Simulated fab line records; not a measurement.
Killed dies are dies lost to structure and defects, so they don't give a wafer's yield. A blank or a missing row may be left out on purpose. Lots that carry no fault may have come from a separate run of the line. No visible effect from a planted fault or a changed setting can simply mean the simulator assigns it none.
fab line records	flow berkeley_cmos170
record: lots: 5	wafers: 23
route steps=331 shown V1@261 M2@272 V2@306 M3@327
start_h: the number of hours between the record's first day and the start of the first shown wafer of the lot	wait_h: hours from the lot's prior step to this one	" identical to the entry in the row above	L1.1+2: a single row standing in for several wafers	- no value present, or no start provided	* or withheld: withheld	< > ~ a bound
route shown NAME@n: NAME is a module with steps in the file, n the number in the route of the first one	usual: mean and standard deviation over wafers with no fault	same: alike in all rows	chamber/n: place in a boat	sites: the reading at each site	_std_site: their standard deviation	_edge_site: outer sites' mean less inner sites'	radius_mm: how far each site lies from the wafer's centre	mask NAME#n: copy n	behind: the most recent tool/chamber to have shaped the wafer	hold: reason for holding the lot/hours on hold/outcome of the hold	device: names the non-switching transistor (n, p or np)	end of line: tests run on the same wafers once the route is complete	step lacking rows: just its recipe	killed: at the first sort, the dies lost to defects and structure; wafer yield is something else	map: a wafer's dies, marking killed ones x, the rest . and places with no die _
set.NAME: the setting the step ran with; set.NAME@STEP: the setting that earlier step ran with	model.NAME: the simulator's own value behind a step, which no gauge read
lots run with intentionally changed settings; tables by step, rows by wafer
== steps ==
step: UCB170_V1_COAT_07
recipe: resist: KrF	spin_rpm: 1500	resist_thk_nm: 900
lot.wafer	tool	chamber	start_h	wait_h	set.resist_thk_nm	model.KrF_of_V1_COAT_07.thk_nm
L076.2	litho_track-04	0	204.37	0.1	900	902.8
L076.3	"	0	"	"	900	901.1
L076.4	"	0	"	"	900	899.7
L076.5	"	0	"	"	900	901
L076.6	"	0	"	"	900	902.9
L075.1	litho_track-04	0	204.80	0.1	900	905.7
L075.2	"	0	"	"	900	901.7
L075.6	"	0	"	"	900	902.8
L080.2	litho_track-02	0	204.92	0.1	879.2	882.4
L080.3	"	0	"	"	900	902.4
L080.4	"	0	"	"	879.2	882.6
L080.5	"	0	"	"	900	904.6
L080.6	"	0	"	"	900	900.7
L082.1	litho_track-01	0	229.13	0.1	851	851.9
L082.2	"	0	"	"	851	850.6
L082.3	"	0	"	"	851	851.4
L082.5	"	0	"	"	900	897.6
L082.6	"	0	"	"	900	899.2
L083.1	litho_track-02	0	244.61	0.1	917.1	914.4
L083.2	"	0	"	"	900	900.8
L083.4	"	0	"	"	900	898.1
L083.5	"	0	"	"	917.1	916.7
L083.6	"	0	"	"	900	898.8
step: UCB170_V1_SOFTBAKE_08
recipe: resist: KrF	temp_c: 130	time_s: 60
step: UCB170_V1_EXPOSE_09
recipe: mask_id: VIA1	target_cd_nm: 700	na: 0.5	sigma_outer: 0.6	source_shape: conventional	dose_mj: 37
step: UCB170_V1_ETCH_14
recipe: chemistry: CHF3/CF4/Ar	target: SiO2	stop_on: Al	CHF3_flow_sccm: 45	cf4_flow_sccm: 15	Ar_flow_sccm: 150	pressure_mtorr: 200	rf_w: 700	target_depth_a: 12500	over_etch_frac: 0.2616	time_s: 291
lot.wafer	tool	chamber	start_h	wait_h	set.resist_thk_nm@V1_COAT_07	model.KrF_of_V1_COAT_07.thk_nm
L076.2+5	rie_diel-01	1,2	205.90	0.0	900	602.7
L076.3	"	0	"	"	900	604.2
L076.4	"	2	"	"	900	601
L076.6	"	3	"	"	900	596.5
L075.1+6	rie_diel-02	3,0	206.35	0.0	900	611.9
L075.2	"	0	"	"	900	608.5
L080.2	rie_diel-01	3	206.47	0.0	879.2	580.5
L080.3	"	0	"	"	900	610.3
L080.4	"	2	"	"	879.2	586.8
L080.5	"	2	"	"	900	607.4
L080.6	"	1	"	"	900	601.5
L082.1	rie_diel-02	1	230.27	0.0	851	565
L082.2	"	1	"	"	851	563.5
L082.3	"	1	"	"	851	566.1
L082.5	"	1	"	"	900	611.8
L082.6	"	1	"	"	900	613.6
L083.1	rie_diel-02	0	246.26	0.0	917.1	622.5
L083.2	"	1	"	"	900	611.1
L083.4	"	0	"	"	900	608.3
L083.5	"	2	"	"	917.1	610.9
L083.6	"	1	"	"	900	609.5
step: UCB170_V1_STRIP_15
recipe: chemistry: O2	power_w: 400	pressure_mtorr: 3500	platen_temp_c: withheld	o2_flow_sccm: 400	overash_fraction: 0.5
usual: strip_time_to_endpoint_s: 15.21/0.17
lot.wafer	tool	chamber	start_h	wait_h	set.resist_thk_nm@V1_COAT_07	strip_time_to_endpoint_s
L076.2	plasma_asher-04	1	206.08	0.1	900	15.13
L076.3	"	0	"	"	900	15.18
L076.4	"	1	"	"	900	15.09
L076.5	"	0	"	"	900	15.13
L076.6	"	1	"	"	900	14.99
L075.1	plasma_asher-04	0	206.53	0.1	900	15.36
L075.2	"	1	"	"	900	15.29
L075.6	"	1	"	"	900	15.35
L080.2	plasma_asher-01	1	206.65	0.1	879.2	14.61
L080.3	"	0	"	"	900	15.29
L080.4	"	1	"	"	879.2	14.76
L080.5	"	0	"	"	900	15.25
L080.6	"	1	"	"	900	15.10
L082.1	plasma_asher-04	0	230.81	0.4	851	14.23
L082.2	"	1	"	"	851	14.20
L082.3	"	0	"	"	851	14.28
L082.5	"	0	"	"	900	15.37
L082.6	"	1	"	"	900	15.39
L083.1	plasma_asher-04	1	246.44	0.1	917.1	15.60
L083.2	"	0	"	"	900	15.33
L083.4	"	1	"	"	900	15.26
L083.5	"	1	"	"	917.1	15.32
L083.6	"	0	"	"	900	15.29
step: UCB170_M2_SPUTTER_01
recipe: material: Al	target_thk_nm: 900	time_s: 120	power_w: 6000	chamber_pressure_pa: 0.5
lot.wafer	tool	chamber	start_h	wait_h	set.power_w	model.Al_of_M2_SPUTTER_01.thk_nm
L076.2	pvd_sputter-03	-	206.37	0.0	6000	910.3
L076.3	"	-	"	"	6378	975.2
L076.4	"	-	"	"	6000	897.3
L076.5	"	-	"	"	6000	910.2
L076.6	"	-	"	"	6378	984.2
L075.1	pvd_sputter-04	-	206.82	0.0	6000	888.7
L075.2	"	-	"	"	6000	873.5
L075.6	"	-	"	"	6000	878.8
L080.2	pvd_sputter-03	-	206.94	0.0	5479	837.4
L080.3	"	-	"	"	6000	902.1
L080.4	"	-	"	"	6000	904.4
L080.5	"	-	"	"	6000	887.8
L080.6	"	-	"	"	5479	825.2
L082.1	pvd_sputter-04	-	231.09	0.0	6517	955.9
L082.2	"	-	"	"	6000	889.7
L082.3	"	-	"	"	6000	890.1
L082.5	"	-	"	"	6517	969.5
L082.6	"	-	"	"	6517	950.2
L083.1	pvd_sputter-01	-	246.73	0.0	6000	889.9
L083.2	"	-	"	"	6000	890.7
L083.4	"	-	"	"	6243	937.6
L083.5	"	-	"	"	6000	894.8
L083.6	"	-	"	"	6243	925.7
step: UCB170_M2_RS_MEAS_02
recipe: thk_meas_gauge: four-point-probe	reads: Al_of_M2_SPUTTER_01
usual: M2_AL_RS: 0.0322/0.00045
lot.wafer	tool	chamber	start_h	wait_h	set.power_w@M2_SPUTTER_01	M2_AL_RS[ohm/sq]
L076.2	film_metro-01	-	206.47	0.1	6000	0.0317
L076.3	"	-	"	"	6378	0.0296
L076.4	"	-	"	"	6000	0.0322
L076.5	"	-	"	"	6000	0.0317
L076.6	"	-	"	"	6378	0.0293
L075.1	film_metro-01	-	206.90	0.0	6000	0.0325
L075.2	"	-	"	"	6000	0.0332
L075.6	"	-	"	"	6000	0.0329
L080.2	film_metro-01	-	207.10	0.1	5479	0.0346
L080.3	"	-	"	"	6000	0.0321
L080.4	"	-	"	"	6000	0.0320
L080.5	"	-	"	"	6000	0.0326
L080.6	"	-	"	"	5479	0.0351
L082.1	film_metro-01	-	231.18	0.0	6517	0.0302
L082.2	"	-	"	"	6000	0.0326
L082.3	"	-	"	"	6000	0.0325
L082.5	"	-	"	"	6517	0.0298
L082.6	"	-	"	"	6517	0.0304
L083.1	film_metro-01	-	246.81	0.0	6000	0.0325
L083.2	"	-	"	"	6000	0.0325
L083.4	"	-	"	"	6243	0.0308
L083.5	"	-	"	"	6000	0.0323
L083.6	"	-	"	"	6243	0.0312
step: UCB170_M2_THK_MEAS_03
recipe: thk_meas_gauge: xrf	reads: Al_of_M2_SPUTTER_01
usual: M2_AL_THK: 898/13
lot.wafer	tool	chamber	start_h	wait_h	set.power_w@M2_SPUTTER_01	M2_AL_THK[nm]
L076.2	film_metro-01	-	206.58	0.1	6000	910
L076.3	"	-	"	"	6378	976
L076.4	"	-	"	"	6000	900
L076.5	"	-	"	"	6000	910
L076.6	"	-	"	"	6378	987
L075.1	film_metro-01	-	207.02	0.1	6000	888
L075.2	"	-	"	"	6000	874
L075.6	"	-	"	"	6000	876
L080.2	film_metro-01	-	207.21	0.1	5479	844
L080.3	"	-	"	"	6000	906
L080.4	"	-	"	"	6000	906
L080.5	"	-	"	"	6000	890
L080.6	"	-	"	"	5479	831
L082.1	film_metro-01	-	231.30	0.1	6517	951
L082.2	"	-	"	"	6000	891
L082.3	"	-	"	"	6000	885
L082.5	"	-	"	"	6517	963
L082.6	"	-	"	"	6517	947
L083.1	film_metro-01	-	246.93	0.1	6000	891
L083.2	"	-	"	"	6000	891
L083.4	"	-	"	"	6243	936
L083.5	"	-	"	"	6000	894
L083.6	"	-	"	"	6243	922
step: UCB170_V2_ETCH_14
recipe: chemistry: CHF3/CF4/Ar	target: SiO2	stop_on: Al	CHF3_flow_sccm: 45	cf4_flow_sccm: 15	Ar_flow_sccm: 150	pressure_mtorr: 200	rf_w: 700	target_depth_a: 12500	over_etch_frac: 0.25	time_s: 291
lot.wafer	tool	chamber	start_h	wait_h	set.time_s	model.KrF_of_V2_COAT_07.thk_nm
L076.2	rie_diel-03	3	215.04	0.0	266.4	637.8
L076.3	"	0	"	"	291	603
L076.4	"	2	"	"	266.4	630.4
L076.5	"	1	"	"	291	599.8
L076.6	"	0	"	"	291	602.3
L075.1	rie_diel-02	0	218.50	0.0	291	605.5
L075.2	"	3	"	"	291	609.4
L075.6	"	0	"	"	291	609.7
L080.2	rie_diel-04	1	218.56	0.0	262.1	636.3
L080.3	"	2	"	"	262.1	633.4
L080.4	"	3	"	"	262.1	634.7
L080.5	"	1	"	"	291	610.8
L080.6	"	0	"	"	291	613.4
L082.1	rie_diel-03	0	235.99	0.0	291	607.6
L082.2	"	1	"	"	291	603.6
L082.3	"	2	"	"	291	611.9
L082.5	"	2	"	"	291	612.6
L082.6	"	1	"	"	291	603.3
L083.1	rie_diel-04	1	254.60	0.0	291	606.9
L083.2	"	3	"	"	291	610.5
L083.4	"	0	"	"	291	619.2
L083.5	"	2	"	"	291	604.9
L083.6	"	1	"	"	291	609.2
step: UCB170_M3_METAL_ETCH_18
recipe: chemistry: Cl2/BCl3	target: Al	stop_on: SiO2	pressure_mtorr: 12	target_depth_a: 11700	over_etch_frac: 0.3	time_s: 195	icp_w: 600	bias_w: 120	Cl2_flow_sccm: 90	bcl3_flow_sccm: 45
lot.wafer	tool	chamber	start_h	wait_h	set.time_s	model.KrF_of_M3_COAT_10.thk_nm	model.SiO2_of_V2_CVD_00.thk_nm
L076.2	rie_metal-02	1	220.15	-	195	205.5	918
L076.3	"	0	"	"	195	194.8	915.6
L076.4	"	1	"	"	195	210	916
L076.5	"	0	"	"	195	195.6	915.1
L076.6	"	1	"	"	195	196.2	916.4
L075.1	rie_metal-01	1	222.88	-	195	206.2	917.4
L075.2	"	0	"	"	195	221.5	919.3
L075.6	"	1	"	"	195	205.2	916.8
L080.2	rie_metal-04	1	223.12	-	175.4	280.9	922
L080.3	"	1	"	"	175.4	281.4	921.5
L080.4	"	0	"	"	195	230.6	916.5
L080.5	"	1	"	"	195	219.9	915.9
L080.6	"	0	"	"	195	227.2	916.7
L082.1	rie_metal-04	1	240.31	-	195	215.1	916
L082.2	"	1	"	"	195	217.6	915.2
L082.3	"	1	"	"	195	212.6	917.1
L082.5	"	1	"	"	195	210.3	915.9
L082.6	"	1	"	"	195	213.8	916.2
L083.1	rie_metal-02	0	257.60	-	220.8	97	903.7
L083.2	"	1	"	"	195	212.4	917.2
L083.4	"	0	"	"	220.8	97.6	904
L083.5	"	0	"	"	195	191	913.7
L083.6	"	1	"	"	195	211	915.8
step: UCB170_M3_STRIP_19
recipe: chemistry: O2	power_w: 400	pressure_mtorr: 3500	platen_temp_c: withheld	o2_flow_sccm: 400	overash_fraction: 0.5
usual: oes_product_au: 0.539/0.012
lot.wafer	tool	chamber	start_h	wait_h	set.time_s@M3_METAL_ETCH_18	oes_product_au
L076.2	plasma_asher-04	0	220.34	0.1	195	0.530
L076.3	"	1	"	"	195	0.529
L076.4	"	0	"	"	195	0.539
L076.5	"	1	"	"	195	0.523
L076.6	"	0	"	"	195	0.533
L075.1	plasma_asher-01	1	223.07	0.1	195	0.526
L075.2	"	0	"	"	195	0.561
L075.6	"	0	"	"	195	0.539
L080.2	plasma_asher-01	0	223.31	0.1	175.4	0.615
L080.3	"	1	"	"	175.4	0.614
L080.4	"	0	"	"	195	0.568
L080.5	"	1	"	"	195	0.547
L080.6	"	0	"	"	195	0.570
L082.1	plasma_asher-01	0	240.69	0.3	195	0.543
L082.2	"	1	"	"	195	0.546
L082.3	"	0	"	"	195	0.547
L082.5	"	0	"	"	195	0.543
L082.6	"	1	"	"	195	0.543
L083.1	plasma_asher-02	0	257.78	0.1	220.8	0.417
L083.2	"	1	"	"	195	0.545
L083.4	"	0	"	"	220.8	0.418
L083.5	"	0	"	"	195	0.513
L083.6	"	1	"	"	195	0.543
== key ==
split: step: UCB170_V1_COAT_07	setting: resist_thk_nm	stated: 900	by: wafer
response: step: UCB170_V1_COAT_07	reading: model.KrF_of_V1_COAT_07.thk_nm	change: +8.65	per: 1%	r: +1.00
response: step: UCB170_V1_ETCH_14	reading: model.KrF_of_V1_COAT_07.thk_nm	change: +8.45	per: 1%	r: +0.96
response: step: UCB170_V1_STRIP_15	reading: strip_time_to_endpoint_s	change: *	per: 1%	r: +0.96
split: step: UCB170_M2_SPUTTER_01	setting: power_w	stated: 6000	by: wafer
response: step: UCB170_M2_SPUTTER_01	reading: model.Al_of_M2_SPUTTER_01.thk_nm	change: +8.74	per: 1%	r: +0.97
response: step: UCB170_M2_RS_MEAS_02	reading: M2_AL_RS	change: -0.000314	per: 1%	r: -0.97
response: step: UCB170_M2_THK_MEAS_03	reading: M2_AL_THK	change: +8.47	per: 1%	r: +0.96
split: step: UCB170_V2_ETCH_14	setting: time_s	stated: 291	by: wafer
response: step: UCB170_V2_ETCH_14	reading: model.KrF_of_V2_COAT_07.thk_nm	change: -2.94	per: 1%	r: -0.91
split: step: UCB170_M3_METAL_ETCH_18	setting: time_s	stated: 195	by: wafer
response: step: UCB170_M3_METAL_ETCH_18	reading: model.KrF_of_M3_COAT_10.thk_nm	change: -7.16	per: 1%	r: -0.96
response: step: UCB170_M3_METAL_ETCH_18	reading: model.SiO2_of_V2_CVD_00.thk_nm	change: -0.756	per: 1%	r: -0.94
response: step: UCB170_M3_STRIP_19	reading: oes_product_au	change: -0.0075	per: 1%	r: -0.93
